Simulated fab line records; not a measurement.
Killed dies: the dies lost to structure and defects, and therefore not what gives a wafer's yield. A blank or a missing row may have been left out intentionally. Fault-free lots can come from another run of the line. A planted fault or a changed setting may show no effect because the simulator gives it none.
Problem report in the 8D (eight disciplines) form, filled by code | flow berkeley_cmos170 | the parts of the form that need people (team, actions taken, sign-off) are left out

## 1. PROBLEM STATEMENT
PFIELD_TW at UCB170_PFIELD_TW_MEAS_09 reads a mean of 561 on 6 wafers of 2 lots; wafers without a fault read 600 with a standard deviation of 3.8. Relative to the usual mean, that is a shift of -10 standard deviations.
First observed at day 9 03:11: wafer L678.1, on film_metro-03. The record has a number at this step for 42 wafers belonging to 14 lots. Rule for "out", or "out of limits": more than 4 standard deviations from the usual mean. The rest of the wafers with a number are treated as sound.

## 2. WHAT IT IS AND WHAT IT IS NOT
question                    | is                           | is not
which readings at this step | PFIELD_TW                    | -
which lots                  | L677, L678                   | L658, L661, L662, L663, L664, L665, L666, L667, L669, L674, L675, L680
which wafers of those lots  | all that have a number       | -
read on which gauges        | film_metro-02, film_metro-03 | film_metro-04
when                        | from day 9 03:11             | up to then (33 sound wafers); but 3 sound wafers of L680 came after

## 3. WHAT RULES OUT EACH SUSPECT
Counting: any tool at a process step up to the reading is kept as a suspect provided that every lot that is out went through it and no sound lot did after the first of them.
- ruled out: the gauge at UCB170_PFIELD_TW_MEAS_09. Those wafers that are out were read across 2 gauges (film_metro-02, film_metro-03).
- implanter-01 at UCB170_PFIELD_IMPLANT_07: kept. Every lot that is out went through it, starting with L678 (day 9 02:56), and after that it ran no sound lot; the last sound lot it ran before then is L664 (day 6 21:16). Its own readings are out on those wafers: beam_on_s, faraday_current_uA.
After counting, what remains is implanter-01 at UCB170_PFIELD_IMPLANT_07.

## 4. THE CAUSE (what the simulator had put in)
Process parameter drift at UCB170_PFIELD_IMPLANT_07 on implanter-01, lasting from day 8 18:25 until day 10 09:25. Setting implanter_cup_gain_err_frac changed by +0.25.
The count eliminated every tool but this one.

## 5. SEQUENCE OF EFFECTS, ordered by route
Rows list readings where the struck wafers' mean (over those with a number) sits beyond 3 standard deviations from the usual. Only readings whose record carries a usual standard deviation are examined. hours: median over the lots of the time between each lot's start at the first step of this table that gives one and its start at this step. sigmas: the change, counted in usual standard deviations.
hours | step                     | reading            | usual   | on struck wafers | change | sigmas
0     | UCB170_PFIELD_IMPLANT_07 | beam_on_s          | 10.01 s | 8.09             | -1.92  | -9.1
0     | UCB170_PFIELD_IMPLANT_07 | faraday_current_uA | 63.4    | 78.3             | +14.9  | +11
0     | UCB170_PFIELD_TW_MEAS_09 | PFIELD_TW          | 600     | 561              | -39    | -10
Here are the process steps it includes:
- UCB170_PFIELD_IMPLANT_07

## 6. WHAT WOULD HAVE CAUGHT IT SOONER
Counted from the fault's start at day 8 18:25, it took 9 hours until the first out-of-limits reading at a measuring or inspecting step in this record, taken at day 9 03:11.
Tool's own readings at UCB170_PFIELD_IMPLANT_07, beam_on_s, faraday_current_uA: out on all struck wafers the step has rows for; an alarm limit on them would have tripped on the first.
Lots out: 2; of these, L677 started UCB170_PFIELD_IMPLANT_07 on implanter-01 after day 9 03:11. A tool hold placed at that time would have kept it from harm.
